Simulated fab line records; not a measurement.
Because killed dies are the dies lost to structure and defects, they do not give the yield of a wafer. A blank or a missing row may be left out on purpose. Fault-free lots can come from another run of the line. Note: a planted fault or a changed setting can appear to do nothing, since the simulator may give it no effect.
The tool behind it: which one? + flow berkeley_cmos170 + 45 wafers from 15 lots sampled at 4 of the route's 331 steps

## WHAT EACH GAUGE READ, for each wafer
UCB170_GATE_THK_MEAS_02. Usual: GATE_OXIDE_THK gives 6.57 nm (standard deviation 0.12).
| lot  | measured     | on            | GATE_OXIDE_THK (nm) | flag |
|------|--------------|---------------|---------------------|------|
| L226 | day 5 09:14  | film_metro-02 | 6.65 6.60 6.54      |      |
| L229 | day 6 07:58  | film_metro-03 | 6.62 6.47 6.51      |      |
| L234 | day 6 21:43  | film_metro-02 | 6.73 6.82 6.54      |      |
| L235 | day 7 12:44  | film_metro-02 | 6.64 6.36 6.58      |      |
| L236 | day 7 12:44  | film_metro-01 | 6.55 6.56 6.57      |      |
| L237 | day 7 19:41  | film_metro-03 | 6.58 6.77 6.79      |      |
| L238 | day 7 19:41  | film_metro-01 | 6.67 6.69 6.72      |      |
| L239 | day 8 13:55  | film_metro-03 | 6.43 6.41 6.56      |      |
| L241 | day 8 13:59  | film_metro-02 | 6.64 6.62 6.64      |      |
| L242 | day 8 22:28  | film_metro-03 | 6.65 6.62 6.61      |      |
| L244 | day 9 10:46  | film_metro-01 | 6.40 6.44 6.43      |      |
| L245 | day 9 19:18  | film_metro-03 | 6.44 6.39 6.45      |      |
| L247 | day 10 02:42 | film_metro-03 | 6.44 6.49 6.48      |      |
| L249 | day 10 08:09 | film_metro-03 | 6.55 6.57 6.51      |      |
| L248 | day 10 08:10 | film_metro-02 | 6.49 6.56 6.54      |      |

UCB170_GATE_CD_MEAS_12: the cd target is 350 nm. Usual: 349.8 nm for cd_nm, sd 1.6.
| lot  | measured     | on        | cd_nm (nm)        | flag |
|------|--------------|-----------|-------------------|------|
| L226 | day 5 16:04  | cd_sem-02 | 351.1 349.8 353.2 |      |
| L229 | day 6 15:16  | cd_sem-01 | 348.9 349.4 349.1 |      |
| L234 | day 7 03:06  | cd_sem-01 | 347.7 348.1 348.0 |      |
| L235 | day 7 18:25  | cd_sem-01 | 348.7 350.1 349.9 |      |
| L236 | day 7 18:33  | cd_sem-01 | 347.4 347.7 348.6 |      |
| L237 | day 8 02:29  | cd_sem-02 | 351.6 352.3 350.7 |      |
| L238 | day 8 02:13  | cd_sem-01 | 350.9 350.9 351.5 |      |
| L239 | day 8 19:35  | cd_sem-02 | 348.1 348.3 348.2 |      |
| L241 | day 8 19:29  | cd_sem-02 | 351.1 352.2 351.6 |      |
| L242 | day 9 07:27  | cd_sem-02 | 352.7 351.6 351.6 |      |
| L244 | day 9 17:43  | cd_sem-02 | 348.5 348.4 349.0 |      |
| L245 | day 10 03:23 | cd_sem-01 | 349.8 348.7 351.0 |      |
| L247 | day 10 10:20 | cd_sem-02 | 349.7 349.1 350.7 |      |
| L249 | day 10 15:14 | cd_sem-02 | 352.9 352.3 352.7 |      |
| L248 | day 10 15:02 | cd_sem-01 | 349.1 348.0 349.0 |      |

UCB170_SDANNEAL_RS_MEAS_02: uses a four-point probe to measure. Usual: PSD_RS gives 75.44 ohm/sq (standard deviation 0.28).
| lot  | measured     | on            | PSD_RS (ohm/sq)   | flag |
|------|--------------|---------------|-------------------|------|
| L226 | day 6 06:26  | film_metro-04 | 75.45 75.13 75.48 |      |
| L229 | day 7 08:15  | film_metro-04 | 75.84 75.68 75.55 |      |
| L234 | day 7 16:03  | film_metro-03 | 75.30 75.69 75.20 |      |
| L235 | day 8 07:40  | film_metro-03 | 75.64 75.30 75.28 |      |
| L236 | day 8 08:38  | film_metro-04 | 75.43 75.35 75.57 |      |
| L237 | day 8 16:55  | film_metro-03 | 75.00 75.24 75.39 |      |
| L238 | day 8 17:23  | film_metro-04 | 75.22 75.29 75.24 |      |
| L239 | day 9 10:28  | film_metro-04 | 75.69 75.20 75.24 |      |
| L241 | day 9 10:00  | film_metro-04 | 75.57 75.30 75.24 |      |
| L242 | day 10 00:35 | film_metro-03 | 75.24 75.63 75.37 |      |
| L244 | day 10 12:08 | film_metro-03 | 75.75 75.26 75.20 |      |
| L245 | day 10 20:29 | film_metro-03 | 74.99 74.75 74.84 |      |
| L247 | day 10 20:57 | film_metro-02 | 75.65 75.62 75.61 |      |
| L249 | day 11 05:52 | film_metro-04 | 75.24 75.52 75.67 |      |
| L248 | day 11 05:53 | film_metro-03 | 75.12 74.96 75.17 |      |

## WHAT TOOL EACH LOT RAN ON (gives the tool, then ch and the chambers of the sampled wafers, and finally the start)
| lot  | UCB170_SPACER_ANNEAL_02       |
|------|-------------------------------|
| L226 | furnace-03 ch 0, day 5 20:54  |
| L229 | furnace-01 ch 0, day 6 23:42  |
| L234 | furnace-03 ch 0, day 7 09:55  |
| L235 | furnace-01 ch 0, day 8 01:13  |
| L236 | furnace-01 ch 0, day 8 01:13  |
| L237 | furnace-01 ch 0, day 8 10:55  |
| L238 | furnace-01 ch 0, day 8 10:55  |
| L239 | furnace-03 ch 0, day 9 03:58  |
| L241 | furnace-03 ch 0, day 9 03:58  |
| L242 | furnace-01 ch 0, day 9 15:06  |
| L244 | furnace-01 ch 0, day 10 02:52 |
| L245 | furnace-04 ch 0, day 10 14:54 |
| L247 | furnace-04 ch 0, day 10 14:54 |
| L249 | furnace-01 ch 0, day 10 22:44 |
| L248 | furnace-01 ch 0, day 10 22:44 |
- UCB170_SPACER_ANNEAL_02: time 1800 s.

## AS READ BY THE TOOLS THEMSELVES (means over the sampled wafers that have a number; for cases with no such wafer, the mark the record gives instead)
UCB170_SPACER_ANNEAL_02. Usual: spike_tc_centre_C 902.9 C, standard deviation 0.95; spike_tc_source_C 923.2 C, standard deviation 2.3; zone_power_centre_pct 39.9 %, standard deviation 2.2.
| lot  | tool       | spike_tc_centre_C (C) | spike_tc_source_C (C) | zone_power_centre_pct (%) | flag |
|------|------------|-----------------------|-----------------------|---------------------------|------|
| L226 | furnace-03 | 903.1                 | 924.0                 | 43.1                      |      |
| L229 | furnace-01 | 902.6                 | 922.0                 | 38.5                      |      |
| L234 | furnace-03 | 903.0                 | 923.8                 | 43.5                      |      |
| L235 | furnace-01 | 902.9                 | 921.1                 | 38.4                      |      |
| L236 | furnace-01 | 902.9                 | 921.7                 | 38.6                      |      |
| L237 | furnace-01 | 903.0                 | 921.5                 | 38.7                      |      |
| L238 | furnace-01 | 903.5                 | 921.5                 | 38.5                      |      |
| L239 | furnace-03 | 902.8                 | 924.1                 | 43.2                      |      |
| L241 | furnace-03 | 902.9                 | 924.9                 | 42.9                      |      |
| L242 | furnace-01 | 902.9                 | 922.6                 | 38.3                      |      |
| L244 | furnace-01 | 867.4                 | 922.4                 | 24.9                      | OFF  |
| L245 | furnace-04 | 901.8                 | 928.8                 | 38.6                      |      |
| L247 | furnace-04 | 902.4                 | 928.0                 | 38.4                      |      |
| L249 | furnace-01 | 868.8                 | 923.7                 | 25.2                      | OFF  |
| L248 | furnace-01 | 867.9                 | 922.9                 | 25.3                      | OFF  |

## THE ANSWER, worked out from the rows above alone
Rule: lot off if the mean of its wafers having a number is beyond 3 standard deviations from the usual mean. A lot without any number at a reading at which 4 lots or more have one is off too. The other lots that the step has rows for count as sound. First the gauges in route order, then the tools' own readings, where a lot's mean is used as printed above. The first step at which some lot is off is used, and at that step the reading that is off furthest; a lot without a number counts as furthest.
Off: L244, L249, L248, at UCB170_SPACER_ANNEAL_02 (spike_tc_centre_C).
If a tool, at that step or one of the process steps before it, ran each lot that is off and ran no sound lot following the first of them, it fits. One fits: furnace-01 at UCB170_SPACER_ANNEAL_02. A fault onset in the window from L242 (day 9 15:06, its last sound lot) to L244 (day 10 02:52, its first lot off) fits.
The tool's own readings at UCB170_SPACER_ANNEAL_02 bear it out: on the lots that are off they differ by more than 5 times the standard deviation of the sound lots' means. spike_tc_centre_C reads 868.0 C there against 902.8 C on the sound lots; zone_power_centre_pct reads 25.1 % there against 40.1 % on the sound lots.

## WHAT THE SIMULATOR PUT IN
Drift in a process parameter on furnace-01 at UCB170_SPACER_ANNEAL_02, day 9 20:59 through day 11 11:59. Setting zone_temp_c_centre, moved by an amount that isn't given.
Lots struck among those shown: L244, L249, L248. Same finding as the rule above.
